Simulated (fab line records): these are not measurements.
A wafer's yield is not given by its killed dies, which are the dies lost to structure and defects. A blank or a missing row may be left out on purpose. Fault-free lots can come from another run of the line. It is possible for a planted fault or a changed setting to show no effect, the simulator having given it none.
The tool behind it: which one? | flow berkeley cmos170 | 15 lots, 45 wafers sampled, at 6 steps of a route of 331

## WHAT EACH GAUGE READ, for each wafer
UCB170_PSD_OVL_MEAS_07.
lot  | measured     | on         | PSD_OVL (nm)
L104 | day 7 10:34  | overlay-02 | -5 -6 -3
L105 | day 7 10:43  | overlay-01 | 16 10 12
L102 | day 7 10:58  | overlay-02 | 11 2 3
L106 | day 7 21:57  | overlay-02 | 6 6 11
L110 | day 8 02:10  | overlay-02 | 4 3 1
L107 | day 8 02:24  | overlay-02 | -1 -2 -1
L108 | day 8 02:32  | overlay-02 | 9 7 6
L109 | day 8 13:05  | overlay-02 | 10 6 6
L111 | day 9 00:58  | overlay-01 | 9 0 5
L112 | day 9 01:12  | overlay-02 | -2 -1 0
L113 | day 9 09:01  | overlay-02 | 2 7 5
L118 | day 9 20:50  | overlay-01 | -4 3 -7
L115 | day 9 20:53  | overlay-02 | -2 4 7
L117 | day 9 20:57  | overlay-01 | 10 7 10
L116 | day 10 03:35 | overlay-01 | -5 -5 -11

UCB170_V1_CD_MEAS_90: the cd target is 700 nm.
lot  | measured     | on        | cd nm (nm)
L104 | day 8 08:37  | cd sem-01 | 699.2 699.9 700.0
L105 | day 8 07:42  | cd sem-02 | 697.9 698.4 697.8
L102 | day 8 08:19  | cd sem-02 | 700.8 700.1 701.1
L106 | day 8 17:48  | cd sem-02 | 698.3 700.0 700.3
L110 | day 9 05:46  | cd sem-02 | 697.5 698.9 698.9
L107 | day 9 02:13  | cd sem-02 | 701.8 698.6 701.3
L108 | day 9 06:02  | cd sem-01 | 700.0 698.1 699.4
L109 | day 9 14:23  | cd sem-02 | 701.3 701.5 701.1
L111 | day 10 04:11 | cd sem-02 | 699.1 698.5 699.5
L112 | day 10 03:27 | cd sem-01 | 701.1 699.1 698.4
L113 | day 10 04:10 | cd sem-01 | 699.0 701.7 700.4
L118 | day 10 18:55 | cd sem-02 | 702.0 703.0 701.9
L115 | day 10 18:32 | cd sem-01 | 700.3 698.8 697.7
L117 | day 10 18:43 | cd sem-01 | 703.0 702.1 702.4
L116 | day 10 22:26 | cd sem-02 | 698.5 698.1 698.9

UCB170_M3_RS_MEAS_02: uses a four-point probe to measure.
lot  | measured     | on            | M3_AL_RS (ohm/sq)
L104 | day 8 18:40  | film metro-04 | 0.0323 0.0322 0.0320
L105 | day 8 18:20  | film metro-03 | 0.0319 0.0317 0.0318
L102 | day 8 18:29  | film metro-02 | 0.0320 0.0318 0.0323
L106 | day 9 02:49  | film metro-03 | 0.0323 0.0327 0.0330
L110 | day 9 11:13  | film metro-04 | 0.0322 0.0323 0.0323
L107 | day 9 09:28  | film metro-03 | 0.0315 0.0323 0.0319
L108 | day 9 11:45  | film metro-03 | 0.0321 0.0322 0.0326
L109 | day 9 19:49  | film metro-04 | 0.0324 0.0319 0.0328
L111 | day 10 10:46 | film metro-02 | 0.0321 0.0326 0.0323
L112 | day 10 09:33 | film metro-02 | 0.0319 0.0326 0.0315
L113 | day 10 10:59 | film metro-03 | 0.0320 0.0312 0.0320
L118 | day 11 01:41 | film metro-03 | 0.0157 0.0157 0.0158
L115 | day 11 00:41 | film metro-04 | 0.0158 0.0163 0.0161
L117 | day 11 00:43 | film metro-02 | 0.0323 0.0320 0.0324
L116 | day 11 07:10 | film metro-04 | 0.0162 0.0160 0.0156

UCB170_M3_THK_MEAS_03: measures by xrf.
lot  | measured     | on            | M3_AL_THK (nm)
L104 | day 8 18:46  | film metro-04 | 905 904 913
L105 | day 8 18:26  | film metro-03 | 911 916 908
L102 | day 8 18:36  | film metro-02 | 919 929 912
L106 | day 9 02:56  | film metro-03 | 899 884 875
L110 | day 9 11:19  | film metro-04 | 902 898 899
L107 | day 9 09:35  | film metro-03 | 917 893 902
L108 | day 9 11:52  | film metro-03 | 899 901 889
L109 | day 9 19:56  | film metro-04 | 897 907 884
L111 | day 10 10:52 | film metro-02 | 911 903 907
L112 | day 10 09:40 | film metro-02 | 914 904 930
L113 | day 10 11:06 | film metro-03 | 903 926 905
L118 | day 11 01:47 | film metro-03 | 1835 1823 1814
L115 | day 11 00:49 | film metro-04 | 1829 1781 1792
L117 | day 11 00:50 | film metro-02 | 914 924 914
L116 | day 11 07:19 | film metro-04 | 1786 1796 1852

## WHAT TOOL EACH LOT RAN ON (gives the tool, then ch and the chambers of the sampled wafers, and finally the start)
lot  | UCB170_M1_ETCH_11                  | UCB170_M3_SPUTTER_01
L104 | rie diel-04 ch 0,1,2, day 8 00:23  | pvd sputter-03, day 8 18:32
L105 | rie diel-02 ch 1,3, day 8 00:16    | pvd sputter-03, day 8 18:14
L102 | rie diel-03 ch 2,3, day 8 00:37    | pvd sputter-02, day 8 18:19
L106 | rie diel-03 ch 0,1,2, day 8 10:02  | pvd sputter-02, day 9 02:44
L110 | rie diel-04 ch 2,3, day 8 21:29    | pvd sputter-01, day 9 11:05
L107 | rie diel-03 ch 0,2,3, day 8 17:50  | pvd sputter-03, day 9 09:23
L108 | rie diel-02 ch 0,2,3, day 8 21:31  | pvd sputter-02, day 9 11:39
L109 | rie diel-02 ch 0,2,3, day 9 07:10  | pvd sputter-03, day 9 19:44
L111 | rie diel-03 ch 0,2,3, day 9 15:02  | pvd sputter-03, day 10 10:38
L112 | rie diel-02 ch 0,1,3, day 9 15:16  | pvd sputter-02, day 10 09:27
L113 | rie diel-02 ch 0,1,2, day 9 18:40  | pvd sputter-01, day 10 10:54
L118 | rie diel-04 ch 0,2, day 10 10:01   | pvd sputter-03, day 11 01:20
L115 | rie diel-03 ch 1,2,3, day 10 09:32 | pvd sputter-02, day 11 00:22
L117 | rie diel-02 ch 2,3, day 10 10:15   | pvd sputter-01, day 11 00:38
L116 | rie diel-02 ch 0,2,3, day 10 15:23 | pvd sputter-01, day 11 06:50
- UCB170_M1_ETCH_11: etches BARC in N2/H2.
- UCB170_M3_SPUTTER_01: material Al, target thk 900 nm, time 120 s.

## WHAT THE TOOLS THEMSELVES READ (means of the sampled wafers that have a number; where no wafer has one, the mark that the record gives instead)
UCB170_M1_ETCH_11.
lot  | tool        | drypump motor current A (A) | oes product au (a.u.) | throttle valve pct (%)
L104 | rie diel-04 | 6.0                         | 1.012                 | 13.41
L105 | rie diel-02 | 4.9                         | 0.973                 | 13.04
L102 | rie diel-03 | 6.0                         | 0.986                 | 13.24
L106 | rie diel-03 | 5.5                         | 1.002                 | 13.32
L110 | rie diel-04 | 5.6                         | 1.008                 | 13.27
L107 | rie diel-03 | 5.7                         | 1.000                 | 13.40
L108 | rie diel-02 | 5.0                         | 0.984                 | 13.17
L109 | rie diel-02 | 5.0                         | 0.988                 | 13.17
L111 | rie diel-03 | 5.8                         | 1.002                 | 13.39
L112 | rie diel-02 | 4.9                         | 0.986                 | 13.12
L113 | rie diel-02 | 4.9                         | 0.994                 | 13.16
L118 | rie diel-04 | 6.0                         | 1.005                 | 13.34
L115 | rie diel-03 | 5.8                         | 1.009                 | 13.17
L117 | rie diel-02 | 5.0                         | 0.973                 | 13.13
L116 | rie diel-02 | 5.0                         | 0.987                 | 13.17

UCB170_M3_SPUTTER_01.
lot  | tool           | chamber pressure pa (Pa) | throttle valve pct (%)
L104 | pvd sputter-03 | 0.5004                   | 30.4
L105 | pvd sputter-03 | 0.4991                   | 30.4
L102 | pvd sputter-02 | 0.4997                   | 30.5
L106 | pvd sputter-02 | 0.4997                   | 30.0
L110 | pvd sputter-01 | 0.5007                   | 30.4
L107 | pvd sputter-03 | 0.4997                   | 30.2
L108 | pvd sputter-02 | 0.5009                   | 30.0
L109 | pvd sputter-03 | 0.5004                   | 30.8
L111 | pvd sputter-03 | 0.5001                   | 30.8
L112 | pvd sputter-02 | 0.4999                   | 30.0
L113 | pvd sputter-01 | 0.4994                   | 29.3
L118 | pvd sputter-03 | 0.5006                   | 29.8
L115 | pvd sputter-02 | 0.5001                   | 31.2
L117 | pvd sputter-01 | 0.5008                   | 31.9
L116 | pvd sputter-01 | 0.4997                   | 30.0

## THE ANSWER, worked out from the rows above alone
Rule: the lots themselves supply what counts as usual. Put in order of their means at a reading, lots are off if they are a third of the lots or fewer, leave a main group of 4 or more, and stand apart from it by a gap of 3 or more times the standard deviation of the main group's means; of several such gaps the widest counts. A main group whose means are all the same, to the digits that the tables above print for the reading, isn't used. A lot without any number at a reading at which 4 lots or more have one is off too. Any other lot the step has rows for is counted as sound. After the gauges, taken in route order, come the tools' own readings; for these a lot's mean is taken, as printed above. The first step at which some lot is off is used, and at that step the reading that is off furthest; a lot without a number counts as furthest.
Off: L118, L115, L116, seen at UCB170_M3_RS_MEAS_02 (M3_AL_RS). The main group has a mean of 0.0321 ohm/sq with a standard deviation of 0.00026.
If a tool, at a process step before that reading, ran all the lots that are off and no sound lot after the first of them, it fits. Gauges at UCB170_M3_RS_MEAS_02: tried the same way as those tools. Of those tried, none fits.

## WHAT THE SIMULATOR HAD PUT IN
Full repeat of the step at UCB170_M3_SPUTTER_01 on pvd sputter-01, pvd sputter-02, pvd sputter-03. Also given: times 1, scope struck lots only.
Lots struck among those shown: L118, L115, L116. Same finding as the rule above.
